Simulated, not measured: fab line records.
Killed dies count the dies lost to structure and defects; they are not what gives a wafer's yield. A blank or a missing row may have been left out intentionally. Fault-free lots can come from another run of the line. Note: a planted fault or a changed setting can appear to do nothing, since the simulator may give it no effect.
Comparing a struck lot with a sound one -- flow rit-cmos -- 43 out of 202 route steps
Sound: these wafers, L269.1, L269.2, L269.3. Struck: wafer L276.1. (L276.4, L276.5 of the same lot were not struck and are left out.) The cause comes at the end.
For every step that has rows: the tool of each side, followed by ch and its chambers, followed by its first start. Under that, the readings that differ: sound wafers -- struck wafers -- difference of the means -- sigmas: that difference in standard deviations of wafers without a fault.
alike: same words and numbers on both sides, and readings whose means sit less than 2 such deviations apart. not compared: any withheld reading, any reading some wafer has no value for, any bound like >300 that may hide the same value, and any number with overlapping values for which the record gives no deviation.
Wherever a step has rows on one side only, a row that says differs or no value, or a row with sigmas, the two part there. Numbers that have no deviation but don't overlap get no sigmas and don't part them. A reading that every wafer of one side lacks parts them only if that side has two wafers or more.

first, 2 steps without rows for these wafers: RIT_REOX_CLEAN_02 (cleans in SC2, time 600 s); RIT_REOX_OXIDATION_03 (target thk 25.2 nm, ox time 5580 s).
RIT_REOX_THK_MEAS_04:
  struck on film-metro-01, day 4 03:22; sound on film-metro-02, day 2 17:12
  alike: REOX_OXIDE_THK
then, 6 steps without rows for these wafers: RIT_NLDD_HMDS_00 (prime time 60 s); RIT_NLDD_COAT_01 (resist thk 1000 nm); RIT_NLDD_SOFTBAKE_02 (time 60 s); RIT_NLDD_EXPOSE_03 (exposes mask M7, target cd 40700 nm); RIT_NLDD_PEB_04; RIT_NLDD_DEVELOP_05 (develop time 50 s).
RIT_NLDD_OVL_MEAS_06:
  struck on overlay-01, day 4 04:17; sound on overlay-01, day 2 18:07
  alike: NLDD_OVL
then, 2 steps without rows for these wafers: RIT_NLDD_HARDBAKE_07 (time 60 s); RIT_NLDD_IMPLANT_08.
RIT_NLDD_STRIP_09: strips in O2, time 180 s.
  sound on plasma-asher-04 ch 0,1, day 2 18:27; struck on plasma-asher-03 ch 0, day 4 04:37
reading,sound,struck,difference,sigmas
drypump-motor-current-A (A),4.9 5.5 5.5,6.4,+1.1,+2
  not compared: rf-hours-counter-h
RIT_NLDD_TW_MEAS_10:
  struck on film-metro-02, day 4 04:47; sound on film-metro-02, day 2 18:37
  alike: NLDD_TW
then, 6 steps without rows for these wafers: RIT_PLDD_HMDS_00 (prime time 60 s); RIT_PLDD_COAT_01 (resist thk 1000 nm); RIT_PLDD_SOFTBAKE_02 (time 60 s); RIT_PLDD_EXPOSE_03 (exposes mask M8, target cd 40900 nm); RIT_PLDD_PEB_04; RIT_PLDD_DEVELOP_05 (develop time 50 s).
RIT_PLDD_OVL_MEAS_06:
  struck on overlay-01, day 4 05:50; sound on overlay-01, day 2 19:32
  alike: PLDD_OVL
then, 2 steps without rows for these wafers: RIT_PLDD_HARDBAKE_07 (time 60 s); RIT_PLDD_IMPLANT_08.
RIT_PLDD_STRIP_09: strips in O2, time 180 s.
  sound on plasma-asher-04 ch 0,1, day 2 19:52; struck on plasma-asher-02 ch 1, day 4 06:10
  alike: drypump-motor-current-A
  not compared: rf-hours-counter-h
RIT_PLDD_TW_MEAS_10:
  struck on film-metro-04, day 4 06:20; sound on film-metro-03, day 2 20:02
  alike: PLDD_TW
then, 4 steps without rows for these wafers: RIT_SPACER_CLEAN_00 (cleans in SC1, time 600 s); RIT_SPACER_CLEAN_01 (cleans in dHF, time 30 s); RIT_SPACER_CLEAN_02 (cleans in SC2, time 600 s); RIT_SPACER_CVD_03 (deposits Si3N4 from SiH2Cl2/NH3, target thk 250 nm, time 3300 s).
RIT_SPACER_THK_MEAS_04:
  struck on film-metro-01, day 4 08:42; sound on film-metro-03, day 2 22:23
reading,sound,struck,difference,sigmas
SPACER_NITRIDE_THK (nm),247.8 248.9 247.6,253.3,+5.2,+3
RIT_SPACER_ETCHBACK_05: etches Si3N4 in SF6/CHF3, stops on SiO2, target depth 250 nm, time 240 s.
  sound on rie-diel-02 ch 1,2,3, day 2 22:27; struck on rie-diel-02 ch 1, day 4 08:46
reading,sound,struck,difference,sigmas
oes-product-au (a.u.),0.839 0.819 0.846,0.866,+0.031,+2
  alike: drypump-motor-current-A, throttle-valve-pct
  not compared: rf-hours-counter-h
then, 6 steps without rows for these wafers: RIT_NSD_HMDS_00 (prime time 60 s); RIT_NSD_COAT_01 (resist thk 1000 nm); RIT_NSD_SOFTBAKE_02 (time 60 s); RIT_NSD_EXPOSE_03 (exposes mask M9, target cd 40700 nm); RIT_NSD_PEB_04; RIT_NSD_DEVELOP_05 (develop time 50 s).
RIT_NSD_OVL_MEAS_06:
  struck on overlay-02, day 4 09:46; sound on overlay-01, day 2 23:37
  alike: NSD_OVL
then, 2 steps without rows for these wafers: RIT_NSD_HARDBAKE_07 (time 60 s); RIT_NSD_IMPLANT_08.
RIT_NSD_STRIP_09: strips in O2, time 180 s.
  sound on plasma-asher-03 ch 0,1, day 2 23:57; struck on plasma-asher-01 ch 0, day 4 10:05
  alike: drypump-motor-current-A
  not compared: rf-hours-counter-h
RIT_NSD_TW_MEAS_10:
  struck on film-metro-02, day 4 10:16; sound on film-metro-02, day 3 00:08
  alike: NSD_TW
RIT_M1_PROBE_99:
  struck on prober-01, day 4 19:32; sound on prober-02, day 3 09:44
reading,sound,struck,difference,sigmas
killed-at-front-end,5 13 3,44,+37,+13
killed-dies,5 13 3,44,+37,+13
  alike: killed-at-contacts, killed-open, killed-short

== WHERE THEY PART ==
Earliest at RIT_NLDD_STRIP_09; latest, in this record, at RIT_M1_PROBE_99.

WHY: the cause the simulator had injected
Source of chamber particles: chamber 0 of plasma-asher-03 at RIT_NLDD_STRIP_09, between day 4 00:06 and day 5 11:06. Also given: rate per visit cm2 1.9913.
